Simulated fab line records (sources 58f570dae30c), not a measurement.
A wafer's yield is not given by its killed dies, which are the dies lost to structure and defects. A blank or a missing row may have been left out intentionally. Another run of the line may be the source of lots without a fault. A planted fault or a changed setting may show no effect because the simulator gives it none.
Chamber matching | flow berkeley cmos170 | UCB170_PWELL_ETCH_14 on rie diel-03 has 4 sister chambers
The step etches Si3N4 in CH3F/Ar/O2, stops on SiO2, target depth 242 nm, time 151 s. 8 wafers are shown with their chamber, then 7 later ones without.

== EACH WAFER AND ITS CHAMBER ==
wafer  | chamber | throttle valve pct (%) | drypump motor current A (A)
L136.4 | 2       | 7.91                   | 6.2
L139.5 | 3       | 8.13                   | 5.7
L139.6 | 0       | 7.83                   | 5.5
L140.1 | 3       | 8.13                   | 5.7
L140.2 | 2       | 7.91                   | 6.2
L140.4 | 1       | 8.22                   | 5.9
L141.3 | 1       | 8.24                   | 5.9
L141.4 | 0       | 7.82                   | 5.6

== WAFERS MISSING THEIR CHAMBER ==
wafer  | throttle valve pct (%) | drypump motor current A (A)
L141.5 | 8.13                   | 5.7
L143.2 | 7.82                   | 5.6
L143.3 | 8.23                   | 5.9
L143.4 | 8.11                   | 5.7
L148.1 | 7.91                   | 6.2
L148.2 | 7.82                   | 5.6
L148.5 | 8.24                   | 5.9

== CHAMBER TAKEN BY EACH ==
wafer  | from the rows above | in truth
L141.5 | 3                   | 3
L143.2 | 0                   | 0
L143.3 | 1                   | 1
L143.4 | 3                   | 3
L148.1 | 2                   | 2
L148.2 | 0                   | 0
L148.5 | 1                   | 1
Correct placement for 7 of the 7. Left unplaced by these rows: 0. Placed wrongly: 0.
How it was worked out, from the rows above alone: a wafer's distance from a chamber is the root of the sum, over the readings, of the square of ((its reading less the chamber's mean) divided by the reading's scatter). The wafer belongs to the nearest chamber; if the next one is less than 2 further off, it can't be placed. The mean given for a chamber averages the wafers shown for that chamber. The scatter: take each reading less its chamber's mean, square it, sum over the shown wafers, divide by the number of wafers less the number of chambers, and take the root.
